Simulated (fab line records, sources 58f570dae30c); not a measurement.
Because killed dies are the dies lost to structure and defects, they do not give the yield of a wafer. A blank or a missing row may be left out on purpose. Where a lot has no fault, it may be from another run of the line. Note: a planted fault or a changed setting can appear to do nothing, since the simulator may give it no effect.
One fault seen from 2 desks	flow berkeley-cmos170	each desk holds nothing but its own numbers, with what lay behind them at the end

## TOOL OWNER'S DESK, plasma-asher-02
The tool's own readings at UCB170_NLDD_STRIP_10 (strips in O2): means of the sampled wafers that have a number, for each lot that ran on this tool. If a lot's mean is further than 4 standard deviations from the usual mean, the lot is out of limits and carries the mark OUT (the distance appears in the brackets).
Columns: A = drypump-motor-current-A at UCB170_NLDD_STRIP_10, usual 5.6 A; B = o2-flow-sccm at UCB170_NLDD_STRIP_10, usual 399.7 sccm; C = oes-product-au at UCB170_NLDD_STRIP_10, usual 0.734 a.u.; D = strip-time-to-endpoint-s at UCB170_NLDD_STRIP_10, usual 21.62 s
lot	first seen here	A	B	C	D
L323	day 10 11:26	5.1	398.3	0.733	21.72
L324	day 10 12:05	5.4	399.1	0.735	21.55
This desk found nothing out of limits on any of the 2 lots.

## METROLOGY DESK
What the gauges read for every lot (on any tool): the sampled wafers with a number, averaged. If a lot's mean is further than 4 standard deviations from the usual mean, the lot is out of limits and carries the mark OUT (the distance appears in the brackets).
Columns: A = M2_AL_RS at UCB170_M2_RS_MEAS_02, usual 0.0323 ohm/sq; B = cd-nm at UCB170_M2_CD_MEAS_15, usual 700.5 nm
lot	first seen here	A	B
L312	day 9 08:39	0.0324	700.5
L323	day 11 17:10	0.0318	698.0
L324	day 11 23:15	0.0326	701.1
L325	day 12 04:55	0.0328	701.3
L328	day 12 06:06	0.0325	701.1
L329	day 12 06:37	0.0324	700.0
L330	day 12 16:30	0.0324	700.6
L331	day 12 17:26	0.0326	699.5
L333	day 13 04:26	0.0324	699.9
L332	day 13 05:16	0.0323	699.5
L335	day 13 12:32	0.0323	697.7
This desk found nothing out of limits on any of the 11 lots.

## PUT TOGETHER
Nothing out of limits was seen by the tool owner's desk.
From the metrology desk's view, nothing was out of limits.

## WHAT WAS PUT IN BY THE SIMULATOR
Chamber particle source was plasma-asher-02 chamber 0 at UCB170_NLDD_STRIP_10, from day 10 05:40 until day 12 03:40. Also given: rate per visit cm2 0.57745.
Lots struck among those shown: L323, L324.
